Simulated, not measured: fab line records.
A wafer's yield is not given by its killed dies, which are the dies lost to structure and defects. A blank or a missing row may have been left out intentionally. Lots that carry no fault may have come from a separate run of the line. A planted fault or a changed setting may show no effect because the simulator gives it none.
Split-lot study || flow rit-cmos || 5 lots, 23 wafers read, on a route of 202 steps

== SPLIT DETAILS ==
At RIT_NWELL_COAT_01 (resist thk 1300 nm), the setting spin-rpm was moved away from the recipe's 2000 rpm on 6 of the 23 wafers read, by -3.1% to -2.0%. All remaining wafers had this setting at the recipe value.

== FROM THE SPLIT TO THE READING: what the file shows between them, 3 steps ==
- RIT_NWELL_SOFTBAKE_02: time 60 s
- RIT_NWELL_EXPOSE_03: exposes mask M2, target cd 43900 nm
- RIT_NWELL_DEVELOP_05: develop time 68 s

== THE READING ==
NOVOLAK_of_NWELL_COAT_01.thk-nm (the simulator's own value, which no gauge read), in nm, at RIT_NWELL_HARDBAKE_07 (time 120 s). There is no usual value for it anywhere in the file. The 17 wafers here that ran the recipe average 1134 nm, standard deviation 2.3 nm.

{"wafer": "L079.1", "tool, chamber at the split": "litho-track-01, 0", "spin-rpm as run, rpm": 2000, "against the recipe": "recipe", "NOVOLAK_of_NWELL_COAT_01.thk-nm, nm": 1135, "against lot-mates on the recipe": "-"}
{"wafer": "L079.2", "tool, chamber at the split": "litho-track-01, 0", "spin-rpm as run, rpm": 2000, "against the recipe": "recipe", "NOVOLAK_of_NWELL_COAT_01.thk-nm, nm": 1135, "against lot-mates on the recipe": "-"}
{"wafer": "L079.3", "tool, chamber at the split": "litho-track-01, 0", "spin-rpm as run, rpm": 2000, "against the recipe": "recipe", "NOVOLAK_of_NWELL_COAT_01.thk-nm, nm": 1137, "against lot-mates on the recipe": "-"}
{"wafer": "L079.4", "tool, chamber at the split": "litho-track-01, 0", "spin-rpm as run, rpm": 2000, "against the recipe": "recipe", "NOVOLAK_of_NWELL_COAT_01.thk-nm, nm": 1133, "against lot-mates on the recipe": "-"}
{"wafer": "L079.6", "tool, chamber at the split": "litho-track-01, 0", "spin-rpm as run, rpm": 2000, "against the recipe": "recipe", "NOVOLAK_of_NWELL_COAT_01.thk-nm, nm": 1133, "against lot-mates on the recipe": "-"}
{"wafer": "L080.1", "tool, chamber at the split": "litho-track-02, 0", "spin-rpm as run, rpm": 2000, "against the recipe": "recipe", "NOVOLAK_of_NWELL_COAT_01.thk-nm, nm": 1138, "against lot-mates on the recipe": "-"}
{"wafer": "L080.3", "tool, chamber at the split": "litho-track-02, 0", "spin-rpm as run, rpm": 1937, "against the recipe": "-3.1%", "NOVOLAK_of_NWELL_COAT_01.thk-nm, nm": 1155, "against lot-mates on the recipe": "+18"}
{"wafer": "L080.4", "tool, chamber at the split": "litho-track-02, 0", "spin-rpm as run, rpm": 1937, "against the recipe": "-3.1%", "NOVOLAK_of_NWELL_COAT_01.thk-nm, nm": 1154, "against lot-mates on the recipe": "+17"}
{"wafer": "L080.5", "tool, chamber at the split": "litho-track-02, 0", "spin-rpm as run, rpm": 2000, "against the recipe": "recipe", "NOVOLAK_of_NWELL_COAT_01.thk-nm, nm": 1136, "against lot-mates on the recipe": "-"}
{"wafer": "L080.6", "tool, chamber at the split": "litho-track-02, 0", "spin-rpm as run, rpm": 1937, "against the recipe": "-3.1%", "NOVOLAK_of_NWELL_COAT_01.thk-nm, nm": 1156, "against lot-mates on the recipe": "+19"}
{"wafer": "L081.1", "tool, chamber at the split": "litho-track-02, 0", "spin-rpm as run, rpm": 1959, "against the recipe": "-2.0%", "NOVOLAK_of_NWELL_COAT_01.thk-nm, nm": 1147, "against lot-mates on the recipe": "+14"}
{"wafer": "L081.2", "tool, chamber at the split": "litho-track-02, 0", "spin-rpm as run, rpm": 1959, "against the recipe": "-2.0%", "NOVOLAK_of_NWELL_COAT_01.thk-nm, nm": 1141, "against lot-mates on the recipe": "+8"}
{"wafer": "L081.3", "tool, chamber at the split": "litho-track-02, 0", "spin-rpm as run, rpm": 1959, "against the recipe": "-2.0%", "NOVOLAK_of_NWELL_COAT_01.thk-nm, nm": 1145, "against lot-mates on the recipe": "+12"}
{"wafer": "L081.5", "tool, chamber at the split": "litho-track-02, 0", "spin-rpm as run, rpm": 2000, "against the recipe": "recipe", "NOVOLAK_of_NWELL_COAT_01.thk-nm, nm": 1133, "against lot-mates on the recipe": "-"}
{"wafer": "L081.6", "tool, chamber at the split": "litho-track-02, 0", "spin-rpm as run, rpm": 2000, "against the recipe": "recipe", "NOVOLAK_of_NWELL_COAT_01.thk-nm, nm": 1132, "against lot-mates on the recipe": "-"}
{"wafer": "L083.1", "tool, chamber at the split": "litho-track-01, 0", "spin-rpm as run, rpm": 2000, "against the recipe": "recipe", "NOVOLAK_of_NWELL_COAT_01.thk-nm, nm": 1130, "against lot-mates on the recipe": "-"}
{"wafer": "L083.3", "tool, chamber at the split": "litho-track-01, 0", "spin-rpm as run, rpm": 2000, "against the recipe": "recipe", "NOVOLAK_of_NWELL_COAT_01.thk-nm, nm": 1130, "against lot-mates on the recipe": "-"}
{"wafer": "L083.2", "tool, chamber at the split": "litho-track-01, 0", "spin-rpm as run, rpm": 2000, "against the recipe": "recipe", "NOVOLAK_of_NWELL_COAT_01.thk-nm, nm": 1132, "against lot-mates on the recipe": "-"}
{"wafer": "L084.1", "tool, chamber at the split": "litho-track-02, 0", "spin-rpm as run, rpm": 2000, "against the recipe": "recipe", "NOVOLAK_of_NWELL_COAT_01.thk-nm, nm": 1135, "against lot-mates on the recipe": "-"}
{"wafer": "L084.2", "tool, chamber at the split": "litho-track-02, 0", "spin-rpm as run, rpm": 2000, "against the recipe": "recipe", "NOVOLAK_of_NWELL_COAT_01.thk-nm, nm": 1136, "against lot-mates on the recipe": "-"}
{"wafer": "L084.5", "tool, chamber at the split": "litho-track-02, 0", "spin-rpm as run, rpm": 2000, "against the recipe": "recipe", "NOVOLAK_of_NWELL_COAT_01.thk-nm, nm": 1136, "against lot-mates on the recipe": "-"}
{"wafer": "L084.3", "tool, chamber at the split": "litho-track-02, 0", "spin-rpm as run, rpm": 2000, "against the recipe": "recipe", "NOVOLAK_of_NWELL_COAT_01.thk-nm, nm": 1134, "against lot-mates on the recipe": "-"}
{"wafer": "L084.6", "tool, chamber at the split": "litho-track-02, 0", "spin-rpm as run, rpm": 2000, "against the recipe": "recipe", "NOVOLAK_of_NWELL_COAT_01.thk-nm, nm": 1132, "against lot-mates on the recipe": "-"}

FIT RESULTS
A straight line over all 23 wafers: NOVOLAK_of_NWELL_COAT_01.thk-nm changes by -6.26 nm for each +1% of spin-rpm; r = -0.95; the points scatter about the line by 2.5 nm.
The same after taking each lot's own level away (the mean of its wafers on the recipe; 23 wafers): -5.73 nm for each +1%; r = -0.98; scatter 1.5 nm.
Per that fit: largest spin-rpm move, reading shift of 18 nm.
From 1130.7 to 1137.0 nm: that is the span of the lots' own levels, equal to 2.8 times the standard deviation above.
The two slopes agree, so the slope changes little with the lot-to-lot level.
Check: with one of the wafers moved furthest among these (-3.1%) left out of the fit, the line predicts +18.1 nm for it against its lot-mates. Against them it came out at +18 nm.

== ADDITIONAL SPLITS CARRIED BY THESE WAFERS ==
Before the reading, these wafers also passed through other splits. Each is held against what the fit with the lots' levels taken away leaves over:
{"other split on the same wafers": "RIT_ACTIVE_CVD_03 nh3-flow-sccm", "wafers away from the commonest value": 15, "r with NOVOLAK_of_NWELL_COAT_01.thk-nm (lot level and that fit taken away)": "+0.01"}
{"other split on the same wafers": "RIT_ACTIVE_DEVELOP_10 dev-temp-c", "wafers away from the commonest value": 8, "r with NOVOLAK_of_NWELL_COAT_01.thk-nm (lot level and that fit taken away)": "+0.10"}
{"other split on the same wafers": "RIT_FOX2_OXIDATION_00 temp-c", "wafers away from the commonest value": 18, "r with NOVOLAK_of_NWELL_COAT_01.thk-nm (lot level and that fit taken away)": "+0.01"}

== THE WHOLE CHAIN: every reading that the file lists as answering this split, in the file's order ==
{"step": "RIT_NWELL_COAT_01", "what it does": "resist thk 1300 nm", "reading": "NOVOLAK_of_NWELL_COAT_01.thk-nm (the simulator's own value, which no gauge read)", "change (the file's fit)": "-6.69 nm for each +1% of the setting", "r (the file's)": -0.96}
{"step": "RIT_NWELL_HARDBAKE_07", "what it does": "time 120 s", "reading": "NOVOLAK_of_NWELL_COAT_01.thk-nm (the simulator's own value, which no gauge read)", "change (the file's fit)": "-5.77 nm for each +1% of the setting", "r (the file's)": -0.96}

== FILE'S OWN FIT ==
NOVOLAK_of_NWELL_COAT_01.thk-nm changes by -5.77 nm for each +1% of spin-rpm, r = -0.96.
